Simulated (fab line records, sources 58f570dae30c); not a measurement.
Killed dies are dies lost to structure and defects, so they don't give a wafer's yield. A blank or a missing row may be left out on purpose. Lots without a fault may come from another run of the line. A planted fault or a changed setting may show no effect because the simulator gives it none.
Which tool did it? | flow berkeley_cmos170 | 14 lots, 42 wafers sampled, at 5 steps of a route of 331

WHAT THE GAUGES READ, wafer by wafer
UCB170_ACTIVE_THK_MEAS_06. Usual: ACTIVE_NITRIDE_THK 219.9 nm, standard deviation 1.9.
lot  | measured    | on            | ACTIVE_NITRIDE_THK (nm) | flag
L651 | day 4 18:50 | film_metro-04 | 217.3 218.0 217.0       |
L652 | day 5 11:03 | film_metro-03 | 218.5 218.6 220.2       |
L653 | day 5 11:03 | film_metro-02 | 221.6 223.5 222.0       |
L654 | day 5 11:03 | film_metro-04 | 219.9 219.2 219.7       |
L655 | day 5 23:45 | film_metro-03 | 217.0 217.6 217.4       |
L658 | day 6 06:47 | film_metro-04 | 220.3 221.1 219.9       |
L660 | day 6 20:22 | film_metro-03 | 219.7 218.6 220.0       |
L663 | day 7 05:18 | film_metro-02 | 219.7 220.1 221.4       |
L662 | day 7 05:20 | film_metro-03 | 218.4 219.6 219.8       |
L666 | day 8 10:19 | film_metro-03 | 218.5 218.1 220.0       |
L668 | day 8 16:04 | film_metro-03 | 216.1 216.9 216.8       |
L669 | day 9 00:03 | film_metro-03 | 222.5 223.2 222.2       |
L671 | day 9 09:42 | film_metro-04 | 219.8 221.9 221.4       |
L674 | day 9 23:37 | film_metro-03 | 224.3 222.8 223.9       |

UCB170_PLDD_CD_MEAS_06: target cd 1200 nm. Usual: cd_nm 1200.1 nm, standard deviation 1.6.
lot  | measured     | on        | cd_nm (nm)           | flag
L651 | day 7 07:31  | cd_sem-01 | 1200.3 1201.1 1200.1 |
L652 | day 8 09:58  | cd_sem-01 | 1199.2 1198.7 1199.4 |
L653 | day 8 09:15  | cd_sem-02 | 1197.6 1197.7 1198.9 |
L654 | day 8 09:43  | cd_sem-01 | 1200.2 1201.0 1200.8 |
L655 | day 8 15:49  | cd_sem-01 | 1202.4 1200.8 1200.9 |
L658 | day 9 00:05  | cd_sem-02 | 1199.7 1200.6 1200.3 |
L660 | day 9 18:20  | cd_sem-02 | 1199.8 1198.2 1198.8 |
L663 | day 9 21:14  | cd_sem-01 | 1200.2 1199.7 1199.4 |
L662 | day 9 17:59  | cd_sem-02 | 1200.7 1200.7 1201.0 |
L666 | day 11 01:32 | cd_sem-02 | 1198.8 1199.3 1201.1 |
L668 | day 11 10:08 | cd_sem-01 | 1202.0 1203.3 1201.9 |
L669 | day 11 09:36 | cd_sem-01 | 1197.2 1197.5 1198.4 |
L671 | day 12 00:38 | cd_sem-01 | 1200.6 1200.6 1199.1 |
L674 | day 12 10:12 | cd_sem-01 | 1199.4 1199.4 1200.0 |

UCB170_SDANNEAL_RS_MEAS_02: measures by four-point-probe. Usual: PSD_RS 75.8 ohm/sq, standard deviation 0.34.
lot  | measured     | on            | PSD_RS (ohm/sq)               | flag
L651 | day 7 23:48  | film_metro-04 | 76.2 76.3 76.3                |
L652 | day 8 22:35  | film_metro-04 | 76.2 75.8 76.0                |
L653 | day 8 22:59  | film_metro-02 | 76.1 76.0 76.0                |
L654 | day 8 22:17  | film_metro-02 | 75.6 75.7 75.6                |
L655 | day 9 09:01  | film_metro-04 | 75.6 75.6 75.5                |
L658 | day 9 09:52  | film_metro-04 | 75.1 75.0 75.2                |
L660 | day 10 07:49 | film_metro-04 | 75.6 75.5 75.4                |
L663 | day 10 10:22 | film_metro-04 | 81.2 81.2 81.3 81.1 81.4 81.5 | OFF
L662 | day 10 07:14 | film_metro-03 | 81.8 81.7 81.5 81.8 81.8 81.5 | OFF
L666 | day 11 16:17 | film_metro-04 | 75.7 76.3 76.0                |
L668 | day 12 02:58 | film_metro-02 | 75.5 75.1 75.2                |
L669 | day 12 01:55 | film_metro-04 | 76.0 75.8 75.7                |
L671 | day 12 13:47 | film_metro-04 | 76.2 76.2 76.3                |
L674 | day 13 05:10 | film_metro-03 | 75.9 76.0 75.8                |

WHICH TOOL RAN EACH LOT (tool, then ch and the chambers of the sampled wafers, then the start)
lot  | UCB170_PSD_IMPLANT_08           | UCB170_PSD_STRIP_09
L651 | implanter-04 ch 0, day 7 20:26  | plasma_asher-04 ch 0,1, day 7 20:34
L652 | implanter-04 ch 0, day 8 19:07  | plasma_asher-01 ch 1, day 8 19:16
L653 | implanter-02 ch 0, day 8 19:01  | plasma_asher-02 ch 0,1, day 8 19:10
L654 | implanter-02 ch 0, day 8 18:42  | plasma_asher-01 ch 0,1, day 8 18:51
L655 | implanter-02 ch 0, day 9 06:11  | plasma_asher-04 ch 0,1, day 9 06:20
L658 | implanter-01 ch 0, day 9 06:43  | plasma_asher-02 ch 0,1, day 9 06:50
L660 | implanter-04 ch 0, day 10 03:06 | plasma_asher-02 ch 0,1, day 10 03:13
L663 | implanter-01 ch 0, day 10 06:54 | plasma_asher-04 ch 0,1, day 10 07:03
L662 | implanter-01 ch 0, day 10 03:00 | plasma_asher-04 ch 0,1, day 10 03:07
L666 | implanter-02 ch 0, day 11 13:16 | plasma_asher-01 ch 1, day 11 13:23
L668 | implanter-02 ch 0, day 11 22:30 | plasma_asher-04 ch 0,1, day 11 22:38
L669 | implanter-02 ch 0, day 11 21:58 | plasma_asher-02 ch 0,1, day 11 22:07
L671 | implanter-02 ch 0, day 12 10:13 | plasma_asher-04 ch 0,1, day 12 10:22
L674 | implanter-02 ch 0, day 13 00:02 | plasma_asher-02 ch 0,1, day 13 00:09
- UCB170_PSD_IMPLANT_08
- UCB170_PSD_STRIP_09: strips in O2.

WHAT THE TOOLS THEMSELVES READ (means of the sampled wafers that have a number; where no wafer has one, the mark that the record gives instead)
UCB170_PSD_IMPLANT_08. Usual: dose_ions_cm2 3e+15, standard deviation 3.4e+12; faraday_current_uA 9252, standard deviation 180.
lot  | tool         | dose_ions_cm2 | faraday_current_uA | flag
L651 | implanter-04 | 3e+15         | 9182               |
L652 | implanter-04 | 3e+15         | 9044               |
L653 | implanter-02 | 3e+15         | 9234               |
L654 | implanter-02 | 3e+15         | 9251               |
L655 | implanter-02 | 3e+15         | 9208               |
L658 | implanter-01 | 3e+15         | 9246               |
L660 | implanter-04 | 3e+15         | 9072               |
L663 | implanter-01 | 3e+15         | 8539               | OFF
L662 | implanter-01 | 3e+15         | 8456               | OFF
L666 | implanter-02 | 3e+15         | 9208               |
L668 | implanter-02 | 3e+15         | 9108               |
L669 | implanter-02 | 3e+15         | 9337               |
L671 | implanter-02 | 3e+15         | 9392               |
L674 | implanter-02 | 3e+15         | 9342               |

UCB170_PSD_STRIP_09. Usual: drypump_motor_current_A 5.6 A, standard deviation 0.52; oes_product_au 0.602 a.u., standard deviation 0.0049; strip_time_to_endpoint_s 29.29 s, standard deviation 0.084.
lot  | tool            | drypump_motor_current_A (A) | oes_product_au (a.u.) | strip_time_to_endpoint_s (s) | flag
L651 | plasma_asher-04 | 5.1                         | 0.604                 | 29.21                        |
L652 | plasma_asher-01 | 5.2                         | 0.599                 | 29.26                        |
L653 | plasma_asher-02 | 6.3                         | 0.603                 | 29.15                        |
L654 | plasma_asher-01 | 5.5                         | 0.600                 | 29.28                        |
L655 | plasma_asher-04 | 5.1                         | 0.602                 | 29.38                        |
L658 | plasma_asher-02 | 6.4                         | 0.602                 | 29.38                        |
L660 | plasma_asher-02 | 6.3                         | 0.602                 | 29.44                        |
L663 | plasma_asher-04 | 5.1                         | 0.615                 | 28.20                        | OFF
L662 | plasma_asher-04 | 5.2                         | 0.615                 | 28.23                        | OFF
L666 | plasma_asher-01 | 5.3                         | 0.599                 | 29.20                        |
L668 | plasma_asher-04 | 5.2                         | 0.605                 | 29.31                        |
L669 | plasma_asher-02 | 6.5                         | 0.601                 | 29.28                        |
L671 | plasma_asher-04 | 5.2                         | 0.602                 | 29.24                        |
L674 | plasma_asher-02 | 6.4                         | 0.597                 | 29.30                        |

THE ANSWER, worked out from the rows above alone
Rule: a lot is off if the mean of its wafers that have a number lies more than 3 standard deviations from the usual mean. A lot without any number at a reading at which 4 lots or more have one is off too. The other lots that the step has rows for count as sound. The gauges are gone through in route order, then the tools' own readings, and for those a lot's mean is taken as printed above. The first step at which some lot is off is used, and at that step the reading that is off furthest; a lot without a number counts as furthest.
Off: L663, L662, at UCB170_SDANNEAL_RS_MEAS_02 (PSD_RS).
A tool fits if, at a process step before that reading, it ran every lot that is off, and no sound lot after the first of them. The gauges at UCB170_SDANNEAL_RS_MEAS_02 aren't tried: what is off there is off at UCB170_PSD_IMPLANT_08 too, on other tools, and a gauge's error can't cause that. One fits: implanter-01 at UCB170_PSD_IMPLANT_08. Its last sound lot is L658 (day 9 06:43), its first lot that is off L662 (day 10 03:00): a fault that began between those two fits.
The tool's own readings at UCB170_PSD_IMPLANT_08 bear it out: on the lots that are off they differ by more than 5 times the standard deviation of the sound lots' means. faraday_current_uA reads 8498 there against 9219 on the sound lots.

WHAT THE SIMULATOR HAD PUT IN
Process parameter drift: implanter-01, from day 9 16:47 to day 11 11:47, at UCB170_PSD_IMPLANT_08. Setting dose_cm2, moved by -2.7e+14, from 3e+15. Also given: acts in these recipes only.
Lots struck among those shown: L663, L662. The rule above found the same.
